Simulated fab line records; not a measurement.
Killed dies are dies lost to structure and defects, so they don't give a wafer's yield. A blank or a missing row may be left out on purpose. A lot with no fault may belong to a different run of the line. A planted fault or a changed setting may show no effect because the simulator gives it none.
fab line records	flow rit_cmos
[record] lots = 5	wafers = 15	last_day = 7
route steps=202 shown GATE@77 FOX2@80 M1@202
lots that met no fault: from a run of the same line without faults
start_h: start of the lot's first displayed wafer, in hours after the record's first day	wait_h: hours from the lot's prior step to this one	" same as the row above	L1.1+2: several wafers, shown together as one row	- no value, or no start given	* or withheld: withheld	< > ~ a bound
route shown NAME@n: a module of which the file shows steps, and the number in the route of the first	usual: mean/standard deviation of fault-free wafers	same: alike in all rows	chamber/n: place in a boat	sites: the reading at each site	_std_site: how widely they spread, as a standard deviation	_edge_site: mean of outer sites minus mean of inner sites	radius_mm: how far each site lies from the wafer's centre	mask NAME#n: copy n	behind: the tool/chamber that last shaped the wafer	hold: cause of the lot's hold/its duration in hours/its outcome	device: the transistor (n, p or np) that didn't switch	end of line: tests run on the same wafers once the route is complete	for a step that has no rows: nothing shown but its recipe	killed: dies that structure and defects cost at the first sort, which is not the same as the wafer's yield	map: shows each die of a wafer: x if killed, . if not, _ if none is there
set.NAME: the setting that was run; set.NAME@STEP: the one run at that earlier step	model.NAME: the simulator's own value behind a step, which no gauge read
lots seen at some steps along the route; tables by step, rows by wafer
services: a tool's chamber out of use, with start hour (start_h, from the record's first day; less than 0 if before it), hours out, and reason
[[steps]]
[step RIT_GATE_CLEAN_02]
[recipe] chemistry = dHF	dilution = 50:1	time_s = 30
[step RIT_GATE_CLEAN_03]
[recipe] chemistry = SC2	mix = 3:3:50	time_s = 600	temp_c = 75	dry = n2_spin
[step RIT_GATE_CLEAN_04]
[recipe] chemistry = dHF	dilution = 50:1	time_s = 60	dry = n2_spin
[step RIT_FOX2_THK_MEAS_91]
[recipe] reads = SiO2_of_FOX2_OXIDATION_00
[usual] FIELD_OXIDE_LEFT_2_THK = 257/7
lot.wafer	tool	chamber	start_h	wait_h	FIELD_OXIDE_LEFT_2_THK[nm]
L572.1	film_metro-03	-	51.68	0.0	261
L572.4	"	-	"	"	258
L572.5	"	-	"	"	259
L573.1	film_metro-01	-	57.01	0.0	244
L573.2	"	-	"	"	243
L573.6	"	-	"	"	241
L582.1	film_metro-01	-	102.10	0.0	256
L582.2	"	-	"	"	263
L582.4	"	-	"	"	267
L583.2	film_metro-03	-	108.30	0.0	264
L583.5	"	-	"	"	259
L583.6	"	-	"	"	261
L591.1	film_metro-01	-	148.05	0.0	260
L591.2	"	-	"	"	262
L591.3	"	-	"	"	266
[step RIT_GATE_OXIDATION_05]
[recipe] temp_c = 900	ambient = O2	target_thk_a = 30	ox_time_s = 270
[step RIT_GATE_ANNEAL_06]
[recipe] temp_c = 900	time_s = 600	ambient = N2O
[step RIT_GATE_THK_MEAS_07]
[recipe] reads = SiO2_of_GATE_OXIDATION_05
[usual] GATE_OXIDE_THK = 3.02/0.065
lot.wafer	tool	chamber	start_h	wait_h	GATE_OXIDE_THK[nm]
L572.1	film_metro-03	-	53.38	0.0	2.95
L572.4	"	-	"	"	2.93
L572.5	"	-	"	"	2.88
L573.1	film_metro-03	-	58.40	0.0	2.96
L573.2	"	-	"	"	2.99
L573.6	"	-	"	"	2.96
L582.1	film_metro-04	-	103.48	0.0	3.02
L582.2	"	-	"	"	3.03
L582.4	"	-	"	"	2.98
L583.2	film_metro-03	-	112.79	0.0	3.14
L583.5	"	-	"	"	3.09
L583.6	"	-	"	"	3.12
L591.1	film_metro-04	-	149.78	0.0	3.05
L591.2	"	-	"	"	3.09
L591.3	"	-	"	"	3.09
[step RIT_GATE_CVD_08]
[recipe] material = poly-Si	target_thk_nm = 250	temp_c = 610	precursor = SiH4	time_s = 2220	pressure_mtorr = 300	sih4_flow_sccm = 100
[step RIT_GATE_THK_MEAS_09]
[recipe] reads = poly-Si_of_GATE_CVD_08
[usual] GATE_POLY_THK = 249.5/2.4
lot.wafer	tool	chamber	start_h	wait_h	GATE_POLY_THK[nm]
L572.1	film_metro-04	-	56.15	0.0	247.8
L572.4	"	-	"	"	248.5
L572.5	"	-	"	"	248.0
L573.1	film_metro-04	-	61.10	0.0	248.2
L573.2	"	-	"	"	251.0
L573.6	"	-	"	"	248.5
L582.1	film_metro-03	-	105.16	0.0	247.6
L582.2	"	-	"	"	246.9
L582.4	"	-	"	"	246.5
L583.2	film_metro-03	-	114.47	0.0	253.9
L583.5	"	-	"	"	253.6
L583.6	"	-	"	"	254.3
L591.1	film_metro-01	-	151.46	0.0	251.2
L591.2	"	-	"	"	253.2
L591.3	"	-	"	"	253.2
[step RIT_GATE_HMDS_10]
[recipe] prime_time_s = 60	prime_temp_c = 140
[step RIT_GATE_COAT_11]
[recipe] resist = NOVOLAK	spin_rpm = 4250	resist_thk_nm = 855.5
[step RIT_GATE_SOFTBAKE_12]
[recipe] resist = NOVOLAK	temp_c = 90	time_s = 60
[step RIT_GATE_EXPOSE_13]
[recipe] mask_id = M6	na = 0.6	source_shape = conventional	sigma_outer = 0.6	target_cd_nm = 150	dose_mj = 380
[usual] stage_vel_mm_s = 499.96/0.26
lot.wafer	tool	chamber	start_h	wait_h	mask	stage_vel_mm_s
L572.1	iline_stepper-01	0	56.66	0.1	M6#0	499.96
L572.4	"	0	"	"	M6#0	499.70
L572.5	"	0	"	"	M6#0	500.11
L573.1	iline_stepper-01	0	61.61	0.1	M6_R1#0	499.67
L573.2	"	0	"	"	M6_R1#0	499.85
L573.6	"	0	"	"	M6_R1#0	499.78
L582.1	iline_stepper-01	0	105.79	0.2	M6#0	499.67
L582.2	"	0	"	"	M6#0	499.76
L582.4	"	0	"	"	M6#0	499.99
L583.2	iline_stepper-02	0	115.11	0.2	M6#0	499.73
L583.5	"	0	"	"	M6#0	499.85
L583.6	"	0	"	"	M6#0	500.17
L591.1	iline_stepper-01	0	151.97	0.1	M6#0	499.50
L591.2	"	0	"	"	M6#0	499.75
L591.3	"	0	"	"	M6#0	499.81
[step RIT_GATE_PEB_14]
[recipe] resist = NOVOLAK	temp_c = withheld	time_s = withheld
[step RIT_GATE_DEVELOP_15]
[recipe] resist = NOVOLAK	develop_time_s = 50	dev_temp_c = 23
[step RIT_GATE_CD_MEAS_16]
[recipe] target_cd_nm = 150
[usual] cd_nm = 149.6/1.8
lot.wafer	tool	chamber	start_h	wait_h	cd_nm
L572.1	cd_sem-02	-	57.06	-	148.0
L572.4	"	-	"	"	149.1
L572.5	"	-	"	"	150.9
L573.1	cd_sem-01	-	62.01	-	162.7
L573.2	"	-	"	"	164.9
L573.6	"	-	"	"	163.9
L582.1	cd_sem-02	-	106.19	-	149.3
L582.2	"	-	"	"	148.5
L582.4	"	-	"	"	149.1
L583.2	cd_sem-02	-	115.61	-	148.9
L583.5	"	-	"	"	145.9
L583.6	"	-	"	"	147.4
L591.1	cd_sem-02	-	152.63	-	147.9
L591.2	"	-	"	"	146.7
L591.3	"	-	"	"	146.7
[step RIT_GATE_OVL_MEAS_17]
[usual] GATE_OVL = 1.4/1.2
lot.wafer	tool	chamber	start_h	wait_h	GATE_OVL[nm]
L572.1	overlay-01	-	57.18	0.1	1.3
L572.4	"	-	"	"	2.9
L572.5	"	-	"	"	2.5
L573.1	overlay-02	-	62.13	0.1	1.5
L573.2	"	-	"	"	-0.7
L573.6	"	-	"	"	3.1
L582.1	overlay-01	-	106.31	0.1	1.7
L582.2	"	-	"	"	2.3
L582.4	"	-	"	"	0.6
L583.2	overlay-01	-	115.71	0.1	2.4
L583.5	"	-	"	"	1.0
L583.6	"	-	"	"	1.1
L591.1	overlay-02	-	152.75	0.1	1.2
L591.2	"	-	"	"	1.9
L591.3	"	-	"	"	2.5
[step RIT_GATE_HARDBAKE_18]
[recipe] resist = NOVOLAK	temp_c = 140	time_s = 60
[step RIT_GATE_ETCH_19]
[recipe] chemistry = SF6/CHF3/O2	time_s = 165	SF6_flow_sccm = 30	CHF3_flow_sccm = 30	O2_flow_sccm = 5	target = poly-Si	pressure_mtorr = 40	rf_w = 160	target_depth_a = 3125	over_etch_frac = 0.25	stop_on = SiO2
[usual] O2_flow_sccm = 5.001/0.016	drypump_motor_current_A = 5.8/0.42	oes_product_au = 0.850/0.0086	throttle_valve_pct = 10.23/0.12
lot.wafer	tool	chamber	start_h	wait_h	O2_flow_sccm	drypump_motor_current_A	oes_product_au	rf_hours_counter_h	throttle_valve_pct	model.GATE.cd_nm
L572.1	rie_si-02	1	57.37	0.1	5.008	6.5	0.859	68	10.27	147.9
L572.4	"	0	"	"	4.989	5.4	0.858	145	10.42	148.8
L572.5	"	3	"	"	5.010	5.8	0.848	-	10.30	150.8
L573.1	rie_si-01	3	62.32	0.1	4.977	5.4	0.845	47	10.16	162.8
L573.2	"	1	"	"	5.005	6.4	0.856	19	10.02	165.1
L573.6	"	3	"	"	4.974	5.4	0.844	-	10.15	164.2
L582.1	rie_si-02	3	106.50	0.1	5.003	5.8	0.841	148	10.30	149.4
L582.2	"	2	"	"	5.014	5.5	0.833	142	10.17	148.3
L582.4	"	1	"	"	5.012	6.5	0.845	69	10.24	148.9
L583.2	rie_si-01	0	115.89	0.1	4.999	5.9	0.855	3	10.24	148.9
L583.5	"	0	"	"	5.010	5.9	0.854	-	10.22	145.9
L583.6	"	3	"	"	5.012	5.4	0.858	-	10.15	147.3
L591.1	rie_si-01	2	152.94	0.1	5.002	5.7	0.853	2	10.30	148
L591.2	"	3	"	"	5.010	5.4	0.863	48	10.15	146.4
L591.3	"	0	"	"	4.993	5.9	0.855	3	10.22	146.9
[step RIT_GATE_STRIP_20]
[recipe] chemistry = O2	time_s = 180	resist = NOVOLAK	platen_temp_c = withheld	power_w = 500	pressure_mtorr = 4000	o2_flow_sccm = 4000
[usual] drypump_motor_current_A = 5.6/0.48
lot.wafer	tool	chamber	start_h	wait_h	drypump_motor_current_A	rf_hours_counter_h
L572.1	plasma_asher-01	1	57.47	0.1	6.0	41
L572.4	"	1	"	"	6.0	-
L572.5	"	1	"	"	6.0	-
L573.1	plasma_asher-01	0	62.42	0.1	5.6	42
L573.2	"	1	"	"	6.0	42
L573.6	"	1	"	"	6.0	-
L582.1	plasma_asher-01	0	106.61	0.1	5.6	47
L582.2	"	1	"	"	6.0	47
L582.4	"	1	"	"	6.0	-
L583.2	plasma_asher-04	0	116.00	0.1	5.5	50
L583.5	"	1	"	"	5.0	-
L583.6	"	0	"	"	5.5	-
L591.1	plasma_asher-04	1	153.05	0.1	5.0	55
L591.2	"	0	"	"	5.5	55
L591.3	"	1	"	"	5.0	-
[step RIT_M1_PROBE_99]
[usual] killed_at_contacts = 0.1/0.25	killed_at_front_end = 7.1/2.9	killed_dies = 7.2/2.9	killed_on_rim = 2.0/1.3	killed_open = 3.6/1.9	killed_short = 3.5/1.9
[same] gross_dies = 264	killed_at_M0_to_M3 = 0	killed_at_M4_up = 0	killed_at_back_side = 0	killed_at_other = 0
lot.wafer	tool	chamber	start_h	wait_h	killed_at_contacts	killed_at_front_end	killed_dies	killed_on_rim	killed_open	killed_short	model.etest.pmos_0p3.r_on_ohm_um	model.etest.pmos_0p15.r_on_ohm_um	model.etest.pmos_turned.r_on_ohm_um	model.etest.nmos_0p15.r_on_ohm_um	model.etest.nmos_0p3.r_on_ohm_um	model.etest.nmos_0p15.drive_ua_um	model.etest.pmos_0p15.drive_ua_um	model.etest.nmos_turned.drive_ua_um
L572.1	prober-02	-	78.46	0.1	0	5	5	2	2	3	6307	2758	3420	1146	2176	471.7	259.5	320.5
L572.4	prober-02	-	78.61	0.2	0	13	13	3	7	6	6110	2711	3385	1135	2137	481.7	264.1	325.8
L572.5	prober-02	-	78.66	0.2	0	6	6	1	2	4	6223	2754	3382	1160	2139	467.7	259.1	324.8
L573.1	prober-01	-	83.67	0.1	0	6	6	2	2	4	6605	3080	3732	1216	2234	427.1	226	323.8
L573.2	prober-01	-	83.72	0.1	0	5	5	3	3	2	6646	3097	3728	1188	2231	421.2	222.5	318.9
L573.6	prober-01	-	83.92	0.2	0	5	5	1	2	2	6543	3086	3687	1204	2227	422	226.3	324
L582.1	prober-01	-	130.37	0.1	0	6	6	4	2	4	6409	2821	3472	1173	2190	464.3	252.9	320.8
L582.2	prober-01	-	130.42	0.1	0	10	10	2	3	7	6342	2783	3425	1172	2195	468.3	255.3	327.3
L582.4	prober-01	-	130.52	0.2	0	5	5	2	4	1	6295	2757	3411	1143	2164	471.3	257.6	327.9
L583.2	prober-02	-	138.05	0.1	0	7	7	3	3	4	6709	2988	3799	1173	2251	445.5	232.1	292.9
L583.5	prober-02	-	138.20	0.2	0	3	3	1	1	2	6532	2862	3628	1136	2228	474.5	246.9	309.8
L583.6	prober-02	-	138.25	0.2	1	10	11	3	4	7	6739	2963	3807	1169	2273	453.4	236.8	290
L591.1	prober-01	-	172.48	0.1	0	8	8	2	2	6	6332	2742	3412	1090	2146	476.2	256.8	326.1
L591.2	prober-01	-	172.53	0.1	0	10	10	1	2	8	6358	2730	3456	1103	2157	472.6	256.6	323
L591.3	prober-01	-	172.58	0.2	0	9	9	3	5	4	6374	2745	3450	1108	2181	471.6	254.3	321.1
// killed by level:class
L572.1 FOX1:geometric_particle:open=1 FOX1:geometric_particle:short=1 GATE:geometric_particle:short=1 REOX:geometric_particle:open=1 REOX:geometric_particle:short=1
L572.4 REOX:geometric_particle:short=3 GATE:geometric_particle:short=2 GATE:geometric_particle:open=2 SILICIDE:geometric_particle:open=2 ACTIVE:geometric_particle:open=1 FOX1:geometric_particle:open=1 FOX1:geometric_particle:short=1 REOX:geometric_particle:open=1
L572.5 GATE:geometric_particle:open=2 GATE:geometric_particle:short=2 REOX:geometric_particle:short=2
L573.1 FOX2:geometric_particle:short=2 GATE:geometric_particle:open=1 GATE:geometric_particle:short=1 SPACER:geometric_particle:short=1 SILICIDE:geometric_particle:open=1
L573.2 FOX2:geometric_particle:open=1 FOX2:geometric_particle:short=1 GATE:geometric_particle:short=1 REOX:geometric_particle:open=1 SILICIDE:geometric_particle:open=1
L573.6 FOX1:geometric_particle:short=1 GATE:geometric_particle:open=1 REOX:geometric_particle:short=1 SPACER:geometric_particle:open=1 GATE:area_expose=1
L582.1 FOX1:geometric_particle:short=2 REOX:geometric_particle:open=2 FOX2:geometric_particle:short=1 GATE:geometric_particle:short=1
L582.2 SPACER:geometric_particle:short=3 SILICIDE:geometric_particle:short=2 ACTIVE:geometric_particle:short=1 FOX1:geometric_particle:short=1 GATE:geometric_particle:open=1 SPACER:geometric_particle:open=1 SILICIDE:geometric_particle:open=1
L582.4 FOX1:geometric_particle:short=1 FOX1:geometric_particle:open=1 GATE:geometric_particle:open=1 SPACER:geometric_particle:open=1 SILICIDE:geometric_particle:open=1
L583.2 GATE:geometric_particle:short=3 GATE:geometric_particle:open=2 FOX2:geometric_particle:open=1 REOX:geometric_particle:short=1
L583.5 GATE:geometric_particle:open=1 REOX:geometric_particle:short=1 SPACER:geometric_particle:short=1
L583.6 GATE:geometric_particle:open=2 REOX:geometric_particle:short=2 REOX:geometric_particle:open=2 SPACER:geometric_particle:short=2 GATE:geometric_particle:short=1 SILICIDE:geometric_particle:short=1 CONTACT:geometric_particle:short=1
L591.1 REOX:geometric_particle:short=3 SILICIDE:geometric_particle:short=2 GATE:geometric_particle:open=1 GATE:geometric_particle:short=1 REOX:geometric_particle:open=1
L591.2 REOX:geometric_particle:short=3 FOX2:geometric_particle:short=2 GATE:geometric_particle:short=2 GATE:geometric_particle:open=2 FOX1:geometric_particle:short=1
L591.3 FOX2:geometric_particle:short=2 REOX:geometric_particle:open=2 FOX1:geometric_particle:open=1 FOX2:geometric_particle:open=1 GATE:geometric_particle:short=1 GATE:geometric_particle:open=1 REOX:geometric_particle:short=1
[[services]]
tool	chamber	start_h	hours	kind
plasma_asher-01	-	34.24	5.5	repair
plasma_asher-04	-	52.02	1.9	repair
iline_stepper-02	-	63.14	1.7	pm
iline_stepper-01	-	72.65	4.4	pm
rie_si-01	3	89.50	4.9	repair
rie_si-01	0	94.70	4.2	repair
plasma_asher-01	-	108.75	9.0	pm
plasma_asher-01	0	108.75	9.0	vent_cycle
plasma_asher-01	1	108.75	9.0	vent_cycle
plasma_asher-01	0	117.75	-	clean
plasma_asher-01	1	117.75	-	clean
rie_si-02	3	121.22	-	clean
rie_si-02	3	121.22	23.3	scheduled_down
rie_si-02	3	121.22	23.3	vent_cycle
iline_stepper-02	-	123.64	2.7	repair
rie_si-01	0	125.31	16.7	repair
rie_si-02	0	144.48	-	clean
rie_si-02	0	144.48	27.3	scheduled_down
rie_si-02	0	144.48	27.3	vent_cycle
iline_stepper-02	-	145.81	4.9	repair
[[key]]
[first_sign] step = RIT_GATE_EXPOSE_13	reading = mask	direction = changed
[effect] step = RIT_GATE_CD_MEAS_16	reading = cd_nm	direction = up	sigmas = 8	usual = 149.6	struck = 163.9
[model_effect] step = RIT_GATE_ETCH_19	value = GATE.cd_nm	without = 149	struck = 164
[model_effect] step = RIT_M1_PROBE_99	value = etest.pmos_0p3.r_on_ohm_um	without = 6252	struck = 6598
met_at RIT_GATE_EXPOSE_13
struck_wafers L573.1,L573.2,L573.6
tester_left_out L573
onset_between 56.66 61.61
[fault] kind = wrong_mask	tool = any	chamber = -	onset_h = 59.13	steps = RIT_GATE_EXPOSE_13	aux_copy = M6_R1#0	cd_offset_nm = 15	scope = struck_lots_only
// tester_left_out: of these lots the tester's yield and bins aren't shown, on N5 and GAA mostly nor the transistor test; their killed dies are dies lost to structure and defects alone, not to doping, threshold or leakage, so they don't give the yield
